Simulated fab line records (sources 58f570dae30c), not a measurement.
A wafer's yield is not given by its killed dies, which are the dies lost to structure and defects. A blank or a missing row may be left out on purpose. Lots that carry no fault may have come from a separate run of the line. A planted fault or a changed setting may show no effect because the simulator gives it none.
Comparing a struck lot with a sound one || flow berkeley_cmos170 || 14 steps out of a route of 331
Sound: these wafers, L794.2, L794.4, L794.6. Wafers struck: L804.4, L804.5, L804.6. The cause is given at the end.
At each step with rows: each side's tool, then ch and its chambers, then its first start. Under that, the readings that differ: sound wafers || struck wafers || difference of the means || sigmas: that difference in standard deviations of wafers without a fault.
alike: same words and numbers on both sides, and readings whose means sit less than 2 such deviations apart. not compared: any withheld reading, any reading some wafer has no value for, any bound like >300 that may hide the same value, and any number with overlapping values for which the record gives no deviation.
Wherever a step has rows on one side only, a row that says differs or no value, or a row with sigmas, the two part there. Numbers that don't overlap but have no deviation are shown without sigmas and don't part them. A reading missing from all wafers of one side parts the sides only when that side holds two or more wafers.

UCB170_M1_RS_MEAS_01: uses a four-point probe to measure.
  sound on film_metro-04 at day 7 13:04; struck on film_metro-01 at day 10 17:12
  alike: M1_AL_RS
UCB170_M1_THK_MEAS_02: measures by xrf.
  sound on film_metro-04 at day 7 13:10; struck on film_metro-01 at day 10 17:17
  alike: M1_AL_THK
then, 6 steps without rows for these wafers: UCB170_M1_COAT_03; UCB170_M1_COAT_04 (resist thk 900 nm); UCB170_M1_SOFTBAKE_05 (time 60 s); UCB170_M1_EXPOSE_06 (exposes mask METAL1, target cd 700 nm); UCB170_M1_PEB_07; UCB170_M1_DEVELOP_08 (develop time 45 s).
UCB170_M1_CD_MEAS_09: the cd target is 700 nm.
  sound on cd_sem-02 at day 7 14:13; struck on cd_sem-02 at day 10 18:34
  alike: cd_nm
UCB170_M1_OVL_MEAS_10:
  sound on overlay-01 at day 7 14:19; struck on overlay-02 at day 10 18:38
  alike: M1_OVL
UCB170_M1_ETCH_11: etches BARC in N2/H2.
  sound on rie_diel-01 ch 1,3, day 7 14:20; struck on rie_diel-03 ch 0,2,3, day 10 18:40
  alike: drypump_motor_current_A, oes_product_au, throttle_valve_pct
UCB170_M1_METAL_ETCH_12: etches Al in Cl2/BCl3, stops on PSG, target depth 780 nm, time 130 s.
  sound on rie_metal-03 ch 0,1, day 7 14:23; struck on rie_metal-03 ch 0,1, day 10 18:44
  alike: drypump_motor_current_A, oes_product_au, throttle_valve_pct
  not compared: rf_hours_counter_h
UCB170_M1_STRIP_13: strips in O2.
  sound on plasma_asher-02 ch 0,1, day 7 14:31; struck on plasma_asher-02 ch 0,1, day 10 18:52
  no value came back on the struck wafers for chamber_pressure_mTorr (mTorr), drypump_motor_current_A (A), oes_product_au (a.u.); on the sound wafers chamber_pressure_mTorr (mTorr) reads 3502 3495 3501
{"reading": "model.KrF_of_M1_COAT_04.thk_nm (nm)", "sound": "0 0 0", "struck": "429.1 428.4 420.1", "difference": "+425.9", "sigmas": ""}
  not compared: rf_hours_counter_h
UCB170_M1_CD_MEAS_90: the cd target is 700 nm.
  sound on cd_sem-01 at day 7 14:38; struck on cd_sem-02 at day 10 19:02
  alike: cd_nm

WHERE THEY PART
Only at UCB170_M1_STRIP_13, as far as this record shows. Later steps at which nothing parts them and some readings are alike: UCB170_M1_CD_MEAS_90.

WHY: whatever the simulator had introduced
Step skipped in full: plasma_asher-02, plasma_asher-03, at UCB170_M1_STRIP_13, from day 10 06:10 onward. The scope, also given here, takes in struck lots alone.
